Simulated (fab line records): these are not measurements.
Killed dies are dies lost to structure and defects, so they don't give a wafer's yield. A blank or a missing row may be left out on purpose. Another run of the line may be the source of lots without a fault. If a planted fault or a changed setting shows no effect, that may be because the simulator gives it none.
Comparing a struck lot with a sound one | flow ritCmos | 44 out of 202 route steps
Sound: the wafers L904.1, L904.3, L904.4. Struck: wafers L908.2, L908.3, L908.5. The cause comes at the end.
At each step with rows: each side's tool, then ch and its chambers, then its first start. Under that, the readings that differ: sound wafers | struck wafers | difference of the means | sigmas: that difference in standard deviations of wafers without a fault.
alike: readings with means less than 2 such deviations apart, plus words and numbers identical on both sides. not compared: withheld readings, readings lacking a value on some wafer, bounds such as >300 that could conceal the same value, and numbers that have no deviation in the record and whose values overlap.
A row with sigmas, a row that says differs or no value, or rows on one side alone: a step with any of these is where the two part. Numbers that have no deviation but don't overlap get no sigmas and don't part them. Lack of a reading on every wafer of one side parts them only where that side has two or more wafers.

first, 3 steps without rows for these wafers: RIT_REOX_CLEAN_01 (cleans in dHF, time 30 s); RIT_REOX_CLEAN_02 (cleans in SC2, time 600 s); RIT_REOX_OXIDATION_03 (target thk 25.2 nm, ox time 5580 s).
RIT_REOX_THK_MEAS_04:
  sound on filmMetro-01, day 3 10:36; struck on filmMetro-04, day 4 18:14
  alike: REOX_OXIDE_THK
then, 6 steps without rows for these wafers: RIT_NLDD_HMDS_00 (prime time 60 s); RIT_NLDD_COAT_01 (resist thk 1000 nm); RIT_NLDD_SOFTBAKE_02 (time 60 s); RIT_NLDD_EXPOSE_03 (exposes mask M7, target cd 40700 nm); RIT_NLDD_PEB_04; RIT_NLDD_DEVELOP_05 (develop time 50 s).
RIT_NLDD_OVL_MEAS_06:
  sound on overlay-02, day 3 11:46; struck on overlay-02, day 4 19:23
  alike: NLDD_OVL
then, 1 step without rows for these wafers: RIT_NLDD_HARDBAKE_07 (time 60 s).
RIT_NLDD_IMPLANT_08:
  sound on implanter-03 ch 0, day 3 11:56; struck on implanter-03 ch 0, day 4 19:36
reading           | sound             | struck            | difference | sigmas
tiltDeg (degrees) | 6.993 6.961 6.966 | 6.246 6.238 6.268 | -0.723     | -38
RIT_NLDD_STRIP_09: strips in O2, time 180 s.
  sound on plasmaAsher-01 ch 0,1, day 3 12:05; struck on plasmaAsher-02 ch 0, day 4 19:43
  alike: drypumpMotorCurrentA, rfReflPowerW
  not compared: rfHoursCounterH
RIT_NLDD_TW_MEAS_10:
  sound on filmMetro-03, day 3 12:16; struck on filmMetro-03, day 4 19:55
  alike: NLDD_TW
then, 6 steps without rows for these wafers: RIT_PLDD_HMDS_00 (prime time 60 s); RIT_PLDD_COAT_01 (resist thk 1000 nm); RIT_PLDD_SOFTBAKE_02 (time 60 s); RIT_PLDD_EXPOSE_03 (exposes mask M8, target cd 40900 nm); RIT_PLDD_PEB_04; RIT_PLDD_DEVELOP_05 (develop time 50 s).
RIT_PLDD_OVL_MEAS_06:
  sound on overlay-02, day 3 13:11; struck on overlay-02, day 4 20:49
  alike: PLDD_OVL
then, 2 steps without rows for these wafers: RIT_PLDD_HARDBAKE_07 (time 60 s); RIT_PLDD_IMPLANT_08.
RIT_PLDD_STRIP_09: strips in O2, time 180 s.
  sound on plasmaAsher-03 ch 0,1, day 3 13:31; struck on plasmaAsher-02 ch 0,1, day 4 21:19
  alike: drypumpMotorCurrentA, rfReflPowerW
  not compared: rfHoursCounterH
RIT_PLDD_TW_MEAS_10:
  sound on filmMetro-03, day 3 13:41; struck on filmMetro-02, day 4 21:30
  alike: PLDD_TW
then, 4 steps without rows for these wafers: RIT_SPACER_CLEAN_00 (cleans in SC1, time 600 s); RIT_SPACER_CLEAN_01 (cleans in dHF, time 30 s); RIT_SPACER_CLEAN_02 (cleans in SC2, time 600 s); RIT_SPACER_CVD_03 (deposits Si3N4 from SiH2Cl2/NH3, target thk 250 nm, time 3300 s).
RIT_SPACER_THK_MEAS_04:
  sound on filmMetro-03, day 3 16:03; struck on filmMetro-02, day 4 23:50
  alike: SPACER_NITRIDE_THK
RIT_SPACER_ETCHBACK_05: etches Si3N4 in SF6/CHF3, stops on SiO2, target depth 250 nm, time 240 s.
  sound on rieDiel-03 ch 0,2,3, day 3 16:07; struck on rieDiel-03 ch 1,3, day 4 23:53
  alike: drypumpMotorCurrentA, oesProductAu, throttleValvePct
  not compared: rfHoursCounterH
then, 6 steps without rows for these wafers: RIT_NSD_HMDS_00 (prime time 60 s); RIT_NSD_COAT_01 (resist thk 1000 nm); RIT_NSD_SOFTBAKE_02 (time 60 s); RIT_NSD_EXPOSE_03 (exposes mask M9, target cd 40700 nm); RIT_NSD_PEB_04; RIT_NSD_DEVELOP_05 (develop time 50 s).
RIT_NSD_OVL_MEAS_06:
  sound on overlay-02, day 3 17:14; struck on overlay-02, day 5 00:58
reading      | sound          | struck      | difference | sigmas
NSD_OVL (nm) | -1.4 -1.3 -1.8 | 0.9 2.5 1.3 | +3.1       | +2
then, 2 steps without rows for these wafers: RIT_NSD_HARDBAKE_07 (time 60 s); RIT_NSD_IMPLANT_08.
RIT_NSD_STRIP_09: strips in O2, time 180 s.
  sound on plasmaAsher-02 ch 0,1, day 3 17:34; struck on plasmaAsher-02 ch 0,1, day 5 01:19
  alike: drypumpMotorCurrentA, rfReflPowerW
  not compared: rfHoursCounterH
RIT_SDANNEAL_RS_MEAS_07: a four-point-probe measurement.
  sound on filmMetro-01, day 3 20:25; struck on filmMetro-03, day 5 04:49
reading          | sound             | struck | difference                    | sigmas
NLDD_RS (ohm/sq) | 152.6 152.4 152.8 | - - -  | no value on the struck wafers | 
RIT_M1_PROBE_99:
  sound on prober-02, day 4 03:37; struck on prober-02, day 5 18:23
reading                          | sound             | struck            | difference | sigmas
model.etest.nmosTurned.driveUaUm | 339.5 336.9 328.9 | 383.1 378.8 374.6 | +43.7      | 
  alike: killedAtContacts, killedAtFrontEnd, killedDies, killedOpen, killedShort

WHERE THEY PART
Earliest at RIT_NLDD_IMPLANT_08; latest, in this record, at RIT_SDANNEAL_RS_MEAS_07. Later steps at which nothing parts them and some readings are alike: RIT_M1_PROBE_99.

WHY: what the simulator had put in
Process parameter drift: implanter-03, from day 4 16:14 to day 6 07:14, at RIT_NLDD_IMPLANT_08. A move of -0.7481 in setting tiltDeg, from 7. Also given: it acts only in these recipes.
